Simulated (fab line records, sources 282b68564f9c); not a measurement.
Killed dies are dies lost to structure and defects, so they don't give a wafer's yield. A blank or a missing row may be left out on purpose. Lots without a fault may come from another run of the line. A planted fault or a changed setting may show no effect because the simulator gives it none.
A struck lot beside a sound one | flow rit_cmos | 44 steps out of a route of 202
Sound: wafers L881.1, L881.2, L881.4. Struck: wafers L870.3, L870.4, L870.6. The cause comes at the end.
At each step with rows: each side's tool, then ch and its chambers, then its first start. Under that, the readings that differ: sound wafers | struck wafers | difference of the means | sigmas: that difference in standard deviations of wafers without a fault.
alike: readings whose means differ by less than 2 such deviations, and words and numbers that are the same on both sides. not compared: withheld readings, readings that some wafer has no value for, bounds like >300 that may hide the same value, and numbers for which the record gives no deviation and whose values overlap.
The two part at a step that has a row with sigmas, a row that says differs or no value, or rows on one side only. Numbers that don't overlap but have no deviation are shown without sigmas and don't part them. A reading that every wafer of one side lacks parts them only if that side has two wafers or more.

first, 4 steps without rows for these wafers: RIT_PLDD_SOFTBAKE_02 (time 60 s); RIT_PLDD_EXPOSE_03 (exposes mask M8, target cd 40900 nm); RIT_PLDD_PEB_04; RIT_PLDD_DEVELOP_05 (develop time 50 s).
RIT_PLDD_OVL_MEAS_06:
  sound on overlay-01, day 7 06:53; struck on overlay-02, day 4 14:53
  alike: PLDD_OVL
then, 2 steps without rows for these wafers: RIT_PLDD_HARDBAKE_07 (time 60 s); RIT_PLDD_IMPLANT_08.
RIT_PLDD_STRIP_09: strips in O2, time 180 s.
  sound on plasma_asher-04 ch 0,1, day 7 07:20; struck on plasma_asher-04 ch 0,1, day 4 15:17
  alike: chamber_pressure_mTorr, drypump_motor_current_A
  not compared: rf_hours_counter_h
RIT_PLDD_TW_MEAS_10:
  sound on film_metro-01, day 7 07:31; struck on film_metro-04, day 4 15:25
  alike: PLDD_TW
then, 3 steps without rows for these wafers: RIT_SPACER_CLEAN_00 (cleans in SC1, time 600 s); RIT_SPACER_CLEAN_01 (cleans in dHF, time 30 s); RIT_SPACER_CLEAN_02 (cleans in SC2, time 600 s).
RIT_SPACER_CVD_03: deposits Si3N4 from SiH2Cl2/NH3, target thk 250 nm, time 3300 s.
  sound on lpcvd-01 ch 0, day 7 07:58; struck on lpcvd-01 ch 0, day 4 15:49
  reading                                  | sound             | struck          | difference | sigmas
  model.Si3N4_of_SPACER_CVD_03.thk_nm (nm) | 252.6 254.3 253.8 | 221.8 221.5 222 | -31.8      |
RIT_SPACER_THK_MEAS_04:
  sound on film_metro-03, day 7 09:53; struck on film_metro-04, day 4 17:46
  reading                 | sound             | struck            | difference | sigmas
  SPACER_NITRIDE_THK (nm) | 252.6 254.1 253.9 | 221.7 221.6 221.8 | -31.8      | -12
RIT_SPACER_ETCHBACK_05: etches Si3N4 in SF6/CHF3, stops on SiO2, target depth 250 nm, time 240 s.
  sound on rie_diel-02 ch 0,2,3, day 7 09:56; struck on rie_diel-02 ch 0,1, day 4 17:48
  reading                  | sound             | struck            | difference | sigmas
  oes_product_au (a.u.)    | 0.835 0.866 0.842 | 0.776 0.768 0.774 | -0.075     | -6
  model.etch.depth_nm (nm) | 252.6 254.3 253.8 | 221.8 221.5 222   | -31.8      |
  alike: chamber_pressure_mTorr, drypump_motor_current_A, throttle_valve_pct
  not compared: rf_hours_counter_h
then, 6 steps without rows for these wafers: RIT_NSD_HMDS_00 (prime time 60 s); RIT_NSD_COAT_01 (resist thk 1000 nm); RIT_NSD_SOFTBAKE_02 (time 60 s); RIT_NSD_EXPOSE_03 (exposes mask M9, target cd 40700 nm); RIT_NSD_PEB_04; RIT_NSD_DEVELOP_05 (develop time 50 s).
RIT_NSD_OVL_MEAS_06:
  sound on overlay-02, day 7 10:56; struck on overlay-01, day 4 18:49
  alike: NSD_OVL
then, 2 steps without rows for these wafers: RIT_NSD_HARDBAKE_07 (time 60 s); RIT_NSD_IMPLANT_08.
RIT_NSD_STRIP_09: strips in O2, time 180 s.
  sound on plasma_asher-03 ch 0,1, day 7 11:24; struck on plasma_asher-03 ch 0,1, day 4 19:11
  alike: chamber_pressure_mTorr, drypump_motor_current_A
  not compared: rf_hours_counter_h
RIT_NSD_TW_MEAS_10:
  sound on film_metro-01, day 7 11:35; struck on film_metro-04, day 4 19:20
  alike: NSD_TW
then, 6 steps without rows for these wafers: RIT_PSD_HMDS_00 (prime time 60 s); RIT_PSD_COAT_01 (resist thk 1000 nm); RIT_PSD_SOFTBAKE_02 (time 60 s); RIT_PSD_EXPOSE_03 (exposes mask M10, target cd 40900 nm); RIT_PSD_PEB_04; RIT_PSD_DEVELOP_05 (develop time 50 s).
RIT_PSD_OVL_MEAS_06:
  sound on overlay-02, day 7 12:41; struck on overlay-02, day 4 20:21
  alike: PSD_OVL
then, 2 steps without rows for these wafers: RIT_PSD_HARDBAKE_07 (time 60 s); RIT_PSD_IMPLANT_08.
RIT_PSD_STRIP_09: strips in O2, time 180 s.
  sound on plasma_asher-01 ch 0,1, day 7 13:01; struck on plasma_asher-03 ch 0,1, day 4 20:44
  alike: chamber_pressure_mTorr, drypump_motor_current_A
  not compared: rf_hours_counter_h
RIT_PSD_TW_MEAS_10:
  sound on film_metro-04, day 7 13:12; struck on film_metro-02, day 4 20:52
  alike: PSD_TW
then, 3 steps without rows for these wafers: RIT_SDANNEAL_CLEAN_00 (cleans in SC1, time 600 s); RIT_SDANNEAL_CLEAN_01 (cleans in dHF, time 30 s); RIT_SDANNEAL_CLEAN_02 (cleans in SC2, time 600 s).
RIT_SDANNEAL_RTA_03: time 5 s.
  sound on rtp_anneal-02 ch 0, day 7 13:38; struck on rtp_anneal-02 ch 0, day 4 21:20
  alike: wafer_temp_C_max
RIT_SDANNEAL_RS_MEAS_04: measures by four-point-probe.
  sound on film_metro-01, day 7 13:41; struck on film_metro-01, day 4 21:25
  alike: PSD_RS
RIT_SILICIDE_WET_ETCH_00: etches SiO2 in BOE, target depth 14 nm, time 15 s.
  sound on wet_bench-01 ch 0, day 7 14:10; struck on wet_bench-01 ch 0, day 4 21:51
  reading                                  | sound             | struck            | difference | sigmas
  model.Si3N4_of_SPACER_CVD_03.thk_nm (nm) | 197.5 197.4 199.5 | 174.5 172.4 174.3 | -24.4      |
RIT_M1_PROBE_99:
  sound on prober-02, day 8 04:40; struck on prober-02, day 5 04:56
  reading                             | sound             | struck            | difference | sigmas
  model.etest.pmos_0p15.r_on_ohm_um   | 2612 2730 2677    | 2787 2935 2830    | +178       |
  model.etest.pmos_turned.r_on_ohm_um | 3253 3369 3311    | 3410 3556 3484    | +172       |
  model.etest.nmos_0p15.r_on_ohm_um   | 1088 1142 1086    | 1201 1278 1216    | +126       |
  model.etest.nplus_sal.width_nm (nm) | 3428 3453 3434    | 3509 3511 3497    | +67        |
  model.etest.pplus_sal.width_nm (nm) | 3460 3462 3430    | 3486 3517 3498    | +50        |
  model.etest.pwell_pinched.rs_ohm_sq | 448.6 467.3 448.2 | 484.1 490.8 489.2 | +33.3      |
  model.etest.nwell_pinched.rs_ohm_sq | 338.9 340.9 335.1 | 353.4 361.6 356.6 | +18.9      |
  alike: killed_at_contacts, killed_at_front_end, killed_dies, killed_open, killed_short
  not compared: model.etest.nmos_0p3.r_on_ohm_um

WHERE THEY PART
First at RIT_SPACER_THK_MEAS_04; last, within this record, at RIT_SPACER_ETCHBACK_05. Later steps at which nothing parts them and some readings are alike: RIT_NSD_OVL_MEAS_06, RIT_NSD_STRIP_09, RIT_NSD_TW_MEAS_10, RIT_PSD_OVL_MEAS_06, RIT_PSD_STRIP_09, RIT_PSD_TW_MEAS_10, RIT_SDANNEAL_RTA_03, RIT_SDANNEAL_RS_MEAS_04, RIT_M1_PROBE_99.

WHY: what the simulator had put in
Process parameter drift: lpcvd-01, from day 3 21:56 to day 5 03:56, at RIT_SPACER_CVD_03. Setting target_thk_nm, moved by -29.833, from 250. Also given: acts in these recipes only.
